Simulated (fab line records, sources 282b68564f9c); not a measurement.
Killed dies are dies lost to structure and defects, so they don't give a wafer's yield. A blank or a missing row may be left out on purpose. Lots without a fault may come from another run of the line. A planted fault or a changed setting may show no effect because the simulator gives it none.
Code-filled problem report in 8D (eight disciplines) form    flow ritCmos    the parts of the form that need people (team, actions taken, sign-off) are left out

== 1. THE ISSUE ==
Mean NSD_TW at RIT_NSD_TW_MEAS_10: 2736 over 6 wafers in 2 lots; fault-free wafers: 3156, standard deviation 16. Measured from the usual mean, that is -26 standard deviations.
Seen first at day 7 12:16 on filmMetro-04, wafer L860.1. At this step, 42 wafers from 14 lots have a number in the record. Rule for "out", or "out of limits": more than 4 standard deviations from the usual mean. Any other wafer with a number is counted as sound.

== 2. WHAT IT IS AND WHAT IT IS NOT ==
question                     is                          is not
which readings at this step  NSD_TW                      -
which lots                   L860, L861                  L839, L840, L841, L845, L847, L848, L850, L851, L852, L853, L855, L856
which wafers of those lots   all that have a number      -
read on which gauges         filmMetro-01, filmMetro-04  filmMetro-02
when                         from day 7 12:16            up to then (36 sound wafers)

== 3. THE SUSPECTS, EACH WITH WHAT RULES IT OUT ==
Counting: any tool at a process step up to the reading is kept as a suspect provided that every lot that is out went through it and no sound lot did after the first of them.
- the gauge at RIT_NSD_TW_MEAS_10: ruled out. The wafers that are out were read on 2 gauges (filmMetro-01, filmMetro-04).
- implanter-04 at RIT_NSD_IMPLANT_08: kept. It processed each lot that is out, first L860 at day 7 11:56, and no sound lot thereafter; up to then, the last sound lot it processed was L852 at day 5 22:58. On those wafers its own readings are out: doseIonsCm2, faradayCurrentUA.
The count leaves implanter-04 at RIT_NSD_IMPLANT_08.

== 4. THE CAUSE (what the simulator had put in) ==
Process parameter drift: implanter-04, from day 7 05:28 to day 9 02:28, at RIT_NSD_IMPLANT_08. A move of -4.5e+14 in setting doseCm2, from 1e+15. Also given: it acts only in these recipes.
Only this tool survived the counting.

== 5. THE CHAIN OF EFFECTS, in route order ==
One row per reading whose mean, taken over the struck wafers that have a number, lies over 3 standard deviations from the usual. Only readings whose record carries a usual standard deviation are examined. hours: median over the lots of the time between each lot's start at the first step of this table that gives one and its start at this step. sigmas: the change, counted in usual standard deviations.
hours  step                     reading           usual        on struck wafers  change      sigmas
0      RIT_NSD_IMPLANT_08       doseIonsCm2       9.999e+14    5.508e+14         -4.491e+14  -99 or more
0      RIT_NSD_IMPLANT_08       faradayCurrentUA  3127         1721              -1406       -22
0      RIT_NSD_TW_MEAS_10       NSD_TW            3156         2736              -420        -26
3      RIT_SDANNEAL_RS_MEAS_05  NSD_RS            84.4 ohm/sq  135.9             +51.5       +99 or more
It contains these process steps:
- RIT_NSD_IMPLANT_08
At these later measuring or inspecting steps, every struck wafer for which the step has a row has a number for every such reading, and none has moved that far: RIT_SDANNEAL_RS_MEAS_07.

== 6. WHAT WOULD HAVE CAUGHT IT SOONER ==
In this record the first reading out of limits at a measuring or inspecting step was taken at day 7 12:16, 7 hours after the fault began at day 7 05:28.
The tool's own readings at RIT_NSD_IMPLANT_08 were out on every struck wafer that the step has a row for (doseIonsCm2, faradayCurrentUA): an alarm limit on them would have fired on the first of those.
Lots out: 2; of these, L861 started RIT_NSD_IMPLANT_08 on implanter-04 after day 7 12:16. A hold on the tool at that time would have spared it.
